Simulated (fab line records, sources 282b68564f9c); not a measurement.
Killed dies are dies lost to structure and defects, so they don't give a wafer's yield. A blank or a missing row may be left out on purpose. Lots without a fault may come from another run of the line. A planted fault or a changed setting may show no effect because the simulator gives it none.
Split-lot experiment | flow rit_cmos | 5 lots, 23 wafers read, on a route of 202 steps

THE SPLIT
At RIT_NRETRO_IMPLANT_08, the setting dose_cm2 was moved away from the recipe's 1e+13 on 10 of the 23 wafers read, by -5.3% to +3.7%. The other wafers ran this setting at the recipe's value.

FROM THE SPLIT TO THE READING: what the file shows between them, 1 step
- RIT_NRETRO_STRIP_09: strips in O2, time 180 s

THE READING
NRETRO_TW, at RIT_NRETRO_TW_MEAS_10. Fault-free wafers of this fab line usually give 1064, standard deviation 7.9.

wafer  | tool, chamber at the split | dose_cm2 as run | against the recipe | NRETRO_TW | against lot-mates on the recipe
L074.1 | implanter-04, 0            | 1.036e+13       | +3.6%              | 1080      | +12
L074.2 | implanter-04, 0            | 1e+13           | recipe             | 1064      | -
L074.3 | implanter-04, 0            | 1.036e+13       | +3.6%              | 1078      | +10
L074.4 | implanter-04, 0            | 1e+13           | recipe             | 1073      | -
L074.5 | implanter-04, 0            | 1.036e+13       | +3.6%              | 1073      | +4
L080.1 | implanter-02, 0            | 1e+13           | recipe             | 1070      | -
L080.2 | implanter-02, 0            | 9.799e+12       | -2.0%              | 1059      | -12
L080.4 | implanter-02, 0            | 1e+13           | recipe             | 1073      | -
L080.5 | implanter-02, 0            | 9.799e+12       | -2.0%              | 1063      | -8
L080.6 | implanter-02, 0            | 1e+13           | recipe             | 1071      | -
L081.1 | implanter-04, 0            | 1e+13           | recipe             | 1070      | -
L081.2 | implanter-04, 0            | 1.037e+13       | +3.7%              | 1082      | +12
L081.3 | implanter-04, 0            | 1.037e+13       | +3.7%              | 1082      | +12
L081.4 | implanter-04, 0            | 1e+13           | recipe             | 1071      | -
L081.5 | implanter-04, 0            | 1.037e+13       | +3.7%              | 1080      | +10
L082.1 | implanter-01, 0            | 1e+13           | recipe             | 1067      | -
L082.3 | implanter-01, 0            | 1e+13           | recipe             | 1066      | -
L082.6 | implanter-01, 0            | 1e+13           | recipe             | 1069      | -
L085.1 | implanter-02, 0            | 1e+13           | recipe             | 1074      | -
L085.3 | implanter-02, 0            | 9.47e+12        | -5.3%              | 1049      | -21
L085.4 | implanter-02, 0            | 9.47e+12        | -5.3%              | 1051      | -19
L085.5 | implanter-02, 0            | 1e+13           | recipe             | 1067      | -
L085.6 | implanter-02, 0            | 1e+13           | recipe             | 1069      | -

THE FIT
A straight line over all 23 wafers: NRETRO_TW changes by +3.19 for each +1% of dose_cm2; r = +0.94; the points scatter about the line by 3.
The same after taking each lot's own level away (the mean of its wafers on the recipe; 23 wafers): +3.29 for each +1%; r = +0.95; scatter 2.8.
On that fit, the largest move of dose_cm2 shifts the reading by 17.
The lots' own levels span 1067.3 to 1071.3, that is 0.5 times the standard deviation above.
So the lot-to-lot level changes the slope little: the two slopes agree.
Check: with one of the wafers moved furthest among these (-5.3%) left out of the fit, the line predicts -17.7 for it against its lot-mates. It came out at -21 against them.

OTHER SPLITS ON THESE WAFERS
These wafers also went through other splits before the reading. Each is held against what the fit with the lots' levels taken away leaves over:
other split on the same wafers  | wafers away from the commonest value | r with NRETRO_TW (lot level and that fit taken away)
RIT_ACTIVE_COAT_06 spin_rpm     | 9                                    | -0.39
RIT_NWELL_COAT_01 spin_rpm      | 10                                   | -0.32
RIT_NWELL_IMPLANT_08 energy_kev | 7                                    | -0.11
RIT_PWELL_COAT_01 spin_rpm      | 7                                    | +0.15
RIT_PWELL_IMPLANT_08 dose_cm2   | 6                                    | -0.03
RIT_NRETRO_COAT_01 spin_rpm     | 9                                    | +0.28

THE FILE'S OWN FIT
NRETRO_TW changes by +3.4 for each +1% of dose_cm2, r = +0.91.
